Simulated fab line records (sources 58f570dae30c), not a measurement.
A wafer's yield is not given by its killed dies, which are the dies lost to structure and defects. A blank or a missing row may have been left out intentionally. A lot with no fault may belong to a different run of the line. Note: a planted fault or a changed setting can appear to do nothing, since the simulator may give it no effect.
Chamber matching -- flow berkeley_cmos170 -- rie_diel-04 running UCB170_V1_ETCH_14: 4 sister chambers
The step etches SiO2 in CHF3/CF4/Ar, stops on Al, target depth 1250 nm, time 291 s. 14 wafers are shown with their chamber, then 7 later ones without.

== WAFERS WITH THEIR CHAMBER ==
wafer,chamber,drypump_motor_current_A (A),throttle_valve_pct (%),oes_product_au (a.u.)
L692.3,2,5.5,6.93,0.894
L692.4,0,5.9,6.87,0.879
L692.5,1,4.9,6.85,0.864
L694.1,2,5.5,6.95,0.897
L694.2,0,6.0,6.87,0.887
L694.3,3,6.7,6.93,0.864
L695.1,0,5.9,6.88,0.887
L695.3,2,5.5,6.94,0.888
L695.4,1,4.9,6.86,0.865
L697.2,3,6.7,6.92,0.859
L697.5,3,6.7,6.91,0.861
L697.6,2,5.5,6.93,0.892
L700.1,2,5.5,6.94,0.884
L700.4,3,6.7,6.91,0.855

SIGNATURES, as means of the wafers listed above
reading,chamber 0,chamber 1,chamber 2,chamber 3,scatter within a chamber
drypump_motor_current_A,5.933,4.900,5.500,6.700,0.0258
throttle_valve_pct,6.8733,6.8550,6.9380,6.9175,0.0082
oes_product_au,0.88433,0.86450,0.89100,0.85975,0.00436
Rule: a wafer lies at a distance from a chamber equal to the root of the sum of squares, over the readings, of (its reading less the chamber's mean, divided by the reading's scatter). The wafer belongs to the nearest chamber; if the next one is less than 2 further off, it can't be placed. The scatter is the square root of a quotient: the sum, over the shown wafers, of each reading's squared deviation from its chamber's mean, divided by wafers minus chambers.

== WAFERS MISSING THEIR CHAMBER ==
wafer,drypump_motor_current_A (A),throttle_valve_pct (%),oes_product_au (a.u.)
L700.5,6.6,6.92,0.859
L707.1,4.9,6.86,0.866
L707.2,5.9,6.85,0.892
L707.3,6.7,6.91,0.863
L705.4,5.5,6.94,0.887
L705.5,5.5,6.95,0.899
L705.6,6.7,6.90,0.854

== CHAMBER TAKEN BY EACH ==
wafer,from the rows above,in truth
L700.5,3,3
L707.1,1,1
L707.2,0,0
L707.3,3,3
L705.4,2,2
L705.5,2,2
L705.6,3,3
Correctly placed: 7 of 7. Left unplaced by these rows: 0. Placed wrongly: 0.
